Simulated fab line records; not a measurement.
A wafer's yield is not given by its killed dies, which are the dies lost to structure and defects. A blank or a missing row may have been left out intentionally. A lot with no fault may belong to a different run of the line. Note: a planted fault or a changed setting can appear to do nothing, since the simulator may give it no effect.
fab line records    flow ritCmos    part 2 of 2: steps 34 to 45 of 45
record: lots: 5  wafers: 15  lastDay: 7
route steps=202 shown SPACER@130 NSD@131 PSD@142 SDANNEAL@153 PLDD@159 NLDD@160 SILICIDE@161 CONTACT@168
lots that met no fault: taken from a fault-free run of the same line
startH: the number of hours between the record's first day and the start of the first shown wafer of the lot    waitH: hours from the lot's prior step to this one    " unchanged from the row above    L1.1+2: one row covering several wafers at once    - no value, or no start given    * or withheld: withheld    < > ~ a bound
route shown NAME@n: names a module that has steps shown in the file, with the first one's number in the route    usual: mean/standard deviation of fault-free wafers    same: alike in all rows    chamber/n: place in a boat    sites: each site's reading    _std_site: standard deviation across them    _edge_site: inner sites' mean taken away from outer sites' mean    radiusMm: for every site, how far away it sits from the centre of the wafer    mask NAME#n: copy n    behind: tool/chamber where the wafer was last shaped    hold: why the lot was held/for how many hours/how that ended    device: the transistor (n, p or np) that didn't switch    end of line: the route-end tests of the same wafers    step lacking rows: just its recipe    killed: the dies lost at the first sort to structure and to defects; this is not the yield of the wafer    map: a wafer's dies, marking killed ones x, the rest . and places with no die _
set.NAME: the run value of the setting; set.NAME@STEP: its run value at that earlier step    model.NAME: the simulator's own value behind a step, which no gauge read
lots at selected steps of the route; one table per step, one row per wafer
services: from which hour (startH, from the record's first day; less than 0 if before it) a tool's chamber was out of use, for how many hours, and why
== steps ==
step: RIT_SILICIDE_RS_MEAS_02
recipe: thkMeasGauge: four-point-probe  reads: Ti_of_SILICIDE_SPUTTER_01
usual: SILICIDE_TI_RS: 48.2/0.74
lot.wafer  tool          chamber  startH  waitH  SILICIDE_TI_RS[ohm/sq]
L074.3     filmMetro-02  -        51.71   0.1    49.7
L074.4     "             -        "       "      48.6
L074.6     "             -        "       "      48.3
L085.1     filmMetro-01  -        113.07  0.1    48.7
L085.2     "             -        "       "      48.6
L085.6     "             -        "       "      48.1
L088.1     filmMetro-01  -        130.76  0.1    47.7
L088.3     "             -        "       "      47.3
L088.6     "             -        "       "      47.9
L093.2     filmMetro-03  -        150.09  0.1    48.1
L093.4     "             -        "       "      48.5
L093.5     "             -        "       "      48.6
L094.1     filmMetro-03  -        156.31  0.1    49.4
L094.2     "             -        "       "      50.1
L094.3     "             -        "       "      50.0
step: RIT_SILICIDE_THK_MEAS_03
recipe: thkMeasGauge: xrf  reads: Ti_of_SILICIDE_SPUTTER_01
usual: SILICIDE_TI_THK: 30.1/0.37
lot.wafer  tool          chamber  startH  waitH  SILICIDE_TI_THK[nm]
L074.3     filmMetro-02  -        51.81   0.1    29.4
L074.4     "             -        "       "      29.7
L074.6     "             -        "       "      30.1
L085.1     filmMetro-01  -        113.19  0.1    29.6
L085.2     "             -        "       "      29.6
L085.6     "             -        "       "      29.7
L088.1     filmMetro-01  -        130.88  0.1    30.2
L088.3     "             -        "       "      30.5
L088.6     "             -        "       "      30.1
L093.2     filmMetro-03  -        150.20  0.1    30.2
L093.4     "             -        "       "      30.3
L093.5     "             -        "       "      30.1
L094.1     filmMetro-03  -        156.43  0.1    29.7
L094.2     "             -        "       "      29.3
L094.3     "             -        "       "      29.5
step: RIT_SILICIDE_RTA_04
recipe: tempC: 650  timeS: 10  idleTempC: 25  rampUpS: 5  rampDownS: 5  coolToC: 25  ambient: N2
usual: wafer_temp_C_max: 654.6/0.91
same: timeS: 10
lot.wafer  tool          chamber  startH  waitH  wafer_temp_C_max
L074.3     rtpAnneal-02  0        51.87   0.1    654.1
L074.4     "             0        "       "      654.9
L074.6     "             0        "       "      655.5
L085.1     rtpAnneal-01  0        113.25  0.1    654.9
L085.2     "             0        "       "      654.4
L085.6     "             0        "       "      654.3
L088.1     rtpAnneal-02  0        130.94  0.1    653.6
L088.3     "             0        "       "      654.4
L088.6     "             0        "       "      654.9
L093.2     rtpAnneal-01  0        150.27  0.1    654.5
L093.4     "             0        "       "      654.5
L093.5     "             0        "       "      654.4
L094.1     rtpAnneal-02  0        156.49  0.1    655.8
L094.2     "             0        "       "      655.9
L094.3     "             0        "       "      655.0
step: RIT_SILICIDE_WET_ETCH_05
recipe: chemistry: SPM  target: Ti  tempC: 90  timeS: 120  dry: n2Spin
same: timeS: 120
lot.wafer   tool         chamber  startH  waitH
L074.3+4+6  wetBench-02  1        51.92   0.0
L085.1+2+6  wetBench-01  0        113.32  0.1
L088.1+3+6  wetBench-02  0        131.01  0.1
L093.2+4+5  wetBench-01  0        150.38  0.1
L094.1+2+3  wetBench-02  3        156.55  0.1
step: RIT_SILICIDE_RTA_06
recipe: tempC: 750  timeS: 10  idleTempC: 25  rampUpS: 5  rampDownS: 10  coolToC: 25  ambient: N2
usual: wafer_temp_C_max: 755.3/1.1
same: timeS: 10
lot.wafer  tool          chamber  startH  waitH  wafer_temp_C_max
L074.3     rtpAnneal-01  0        52.02   0.0    754.7
L074.4     "             0        "       "      754.6
L074.6     "             0        "       "      755.9
L085.1     rtpAnneal-02  0        113.36  0.0    756.1
L085.2     "             0        "       "      754.6
L085.6     "             0        "       "      753.8
L088.1     rtpAnneal-01  0        131.05  0.0    754.2
L088.3     "             0        "       "      754.5
L088.6     "             0        "       "      756.8
L093.2     rtpAnneal-02  0        150.43  0.0    755.8
L093.4     "             0        "       "      756.9
L093.5     "             0        "       "      754.6
L094.1     rtpAnneal-01  0        156.60  0.0    756.0
L094.2     "             0        "       "      754.6
L094.3     "             0        "       "      754.8
step: RIT_CONTACT_CVD_00
recipe: material: SiO2  targetThkNm: 400  precursor: TEOS  tempC: 390  timeS: 61  rfW: 400
usual: heaterPowerW: 326/56  rfFwdPowerW: 397.2/1.4
same: timeS: 61
lot.wafer  tool      chamber  startH  waitH  heaterPowerW  rfFwdPowerW
L074.3     pecvd-03  2        52.07   0.0    296           395.2
L074.4     "         0        "       "      308           397.6
L074.6     "         2        "       "      302           396.6
L085.1     pecvd-01  2        113.43  0.1    318           396.4
L085.2     "         0        "       "      194           398.4
L085.6     "         0        "       "      212           396.6
L088.1     pecvd-01  0        131.12  0.1    215           394.4
L088.3     "         2        "       "      395           399.1
L088.6     "         0        "       "      227           394.1
L093.2     pecvd-03  0        150.49  0.0    288           399.5
L093.4     "         0        "       "      291           399.4
L093.5     "         2        "       "      305           396.8
L094.1     pecvd-01  0        156.73  0.1    235           399.0
L094.2     "         1        "       "      367           393.6
L094.3     "         2        "       "      403           399.3
step: RIT_CONTACT_THK_MEAS_01
recipe: reads: SiO2_of_CONTACT_CVD_00
usual: CONTACT_TEOS_THK: 400/5.5
lot.wafer  tool          chamber  startH  waitH  CONTACT_TEOS_THK[nm]
L074.3     filmMetro-04  -        52.14   0.0    393
L074.4     "             -        "       "      406
L074.6     "             -        "       "      399
L085.1     filmMetro-01  -        113.48  0.0    393
L085.2     "             -        "       "      401
L085.6     "             -        "       "      407
L088.1     filmMetro-02  -        131.17  0.0    400
L088.3     "             -        "       "      393
L088.6     "             -        "       "      405
L093.2     filmMetro-04  -        150.55  0.0    406
L093.4     "             -        "       "      411
L093.5     "             -        "       "      400
L094.1     filmMetro-01  -        156.78  0.0    402
L094.2     "             -        "       "      395
L094.3     "             -        "       "      397
step: RIT_CONTACT_HMDS_02
recipe: primeTimeS: 60  primeTempC: 140
lot.wafer   tool           chamber  startH  waitH
L074.3+4+6  lithoTrack-01  0        52.23   0.1
L085.1+2+6  lithoTrack-04  0        113.65  0.2
L088.1+3+6  lithoTrack-03  0        131.23  0.1
L093.2+4+5  lithoTrack-03  0        150.63  0.1
L094.1+2+3  lithoTrack-03  0        156.84  0.1
step: RIT_CONTACT_COAT_03
recipe: resist: NOVOLAK  spinRpm: 3250  resistThkNm: 1000
lot.wafer   tool           chamber  startH  waitH
L074.3+4+6  lithoTrack-01  0        52.38   0.1
L085.1+2+6  lithoTrack-04  0        113.80  0.1
L088.1+3+6  lithoTrack-03  0        131.38  0.1
L093.2+4+5  lithoTrack-03  0        150.78  0.1
L094.1+2+3  lithoTrack-03  0        156.99  0.1
step: RIT_CONTACT_SOFTBAKE_04
recipe: resist: NOVOLAK  tempC: 90  timeS: 60
same: timeS: 60
lot.wafer   tool           chamber  startH  waitH
L074.3+4+6  lithoTrack-01  0        52.53   0.1
L085.1+2+6  lithoTrack-04  0        113.95  0.1
L088.1+3+6  lithoTrack-03  0        131.53  0.1
L093.2+4+5  lithoTrack-03  0        150.93  0.1
L094.1+2+3  lithoTrack-03  0        157.14  0.1
step: RIT_CONTACT_EXPOSE_05
recipe: maskId: M11  na: 0.6  sourceShape: conventional  sigmaOuter: 0.5  targetCdNm: 1000  doseMj: 250
usual: stageVelMmS: 499.94/0.23
lot.wafer  tool             chamber  startH  waitH  mask   stageVelMmS
L074.3     ilineStepper-01  0        52.79   0.2    M11#0  500.14
L074.4     "                0        "       "      M11#0  500.20
L074.6     "                0        "       "      M11#0  500.04
L085.1     ilineStepper-01  0        114.23  0.2    M11#0  500.06
L085.2     "                0        "       "      M11#0  500.02
L085.6     "                0        "       "      M11#0  500.21
L088.1     ilineStepper-01  0        131.80  0.2    M11#0  500.34
L088.3     "                0        "       "      M11#0  500.35
L088.6     "                0        "       "      M11#0  499.96
L093.2     ilineStepper-01  0        151.07  0.1    M11#0  500.32
L093.4     "                0        "       "      M11#0  500.79
L093.5     "                0        "       "      M11#0  500.17
L094.1     ilineStepper-02  0        157.42  0.2    M11#0  500.15
L094.2     "                0        "       "      M11#0  499.96
L094.3     "                0        "       "      M11#0  500.29
step: RIT_CONTACT_PEB_06
recipe: resist: NOVOLAK  tempC: withheld  timeS: withheld
lot.wafer   tool           chamber  startH  waitH
L074.3+4+6  lithoTrack-04  0        52.92   0.1
L085.1+2+6  lithoTrack-01  0        114.35  0.1
L088.1+3+6  lithoTrack-04  0        131.93  0.1
L093.2+4+5  lithoTrack-04  0        151.19  0.1
L094.1+2+3  lithoTrack-01  0        157.55  0.1
== services ==
tool             chamber  startH  hours  kind
rieDiel-01       3        23.50   10.1   repair
pecvd-03         -        24.65   0.7    repair
plasmaAsher-02   -        26.21   1.6    repair
ilineStepper-01  -        26.57   0.5    repair
rieDiel-01       1        29.18   3.3    repair
implanter-01     -        30.53   3.9    pm
implanter-02     -        34.70   0.8    repair
rieDiel-04       0        39.43   3.9    repair
rieDiel-04       -        39.47   8.5    repair
rieDiel-04       1        40.14   14.4   repair
plasmaAsher-03   -        56.59   2.4    repair
ilineStepper-01  -        60.11   1.7    pm
ilineStepper-02  -        70.32   1.7    pm
implanter-04     -        76.29   4.6    pm
pvdSputter-03    -        85.99   0.6    repair
ilineStepper-02  -        89.21   3.4    repair
implanter-01     -        97.06   5.9    repair
pvdSputter-03    -        97.40   8.0    repair
implanter-03     -        99.37   18.6   repair
implanter-02     -        101.02  1.8    repair
pvdSputter-01    -        105.71  5.2    repair
plasmaAsher-01   -        108.75  9.0    pm
rieDiel-02       -        126.93  28.1   pm
pecvd-03         -        133.40  1.8    repair
